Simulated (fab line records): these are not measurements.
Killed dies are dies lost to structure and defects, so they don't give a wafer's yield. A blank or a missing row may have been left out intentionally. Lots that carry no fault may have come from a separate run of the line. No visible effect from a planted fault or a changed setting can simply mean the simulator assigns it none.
Which of the tools did it? ; flow berkeley-cmos170 ; at 1 step of a route of 331, 7 lots with 21 wafers sampled

## WHAT EACH GAUGE READ, for each wafer
UCB170_M1_CD_MEAS_09: target cd 700 nm.
lot;measured;on;cd-nm (nm)
L938;day 7 10:32;cd-sem-01;700.6 699.5 699.4
L942;day 7 17:02;cd-sem-02;702.4 701.5 700.1
L946;day 8 20:39;cd-sem-02;697.6 698.5 699.5
L944;day 8 20:57;cd-sem-01;699.1 699.5 699.4
L950;day 9 09:10;cd-sem-01;699.8 699.3 700.6
L954;day 10 13:07;cd-sem-02;701.4 702.4 702.1
L961;day 12 07:17;cd-sem-02;702.4 702.6 702.0

## WHAT TOOL EACH LOT RAN ON (gives the tool, then ch and the chambers of the sampled wafers, and finally the start)
The record shows no process step preceding these readings.

## THE ANSWER, worked out from the rows above alone
Rule: usual is defined by the lots themselves. Put in order of their means at a reading, lots are off if they are a third of the lots or fewer, leave a main group of 4 or more, and stand apart from it by a gap of 3 or more times the standard deviation of the main group's means; of several such gaps the widest counts. If all means in a main group match to the digits the tables above print for the reading, that group is not used. A lot without any number at a reading at which 4 lots or more have one is off too. All remaining lots with rows at the step are treated as sound.
None of the lots is off at any reading shown; this tells nothing.

## WHAT THE SIMULATOR HAD INSERTED
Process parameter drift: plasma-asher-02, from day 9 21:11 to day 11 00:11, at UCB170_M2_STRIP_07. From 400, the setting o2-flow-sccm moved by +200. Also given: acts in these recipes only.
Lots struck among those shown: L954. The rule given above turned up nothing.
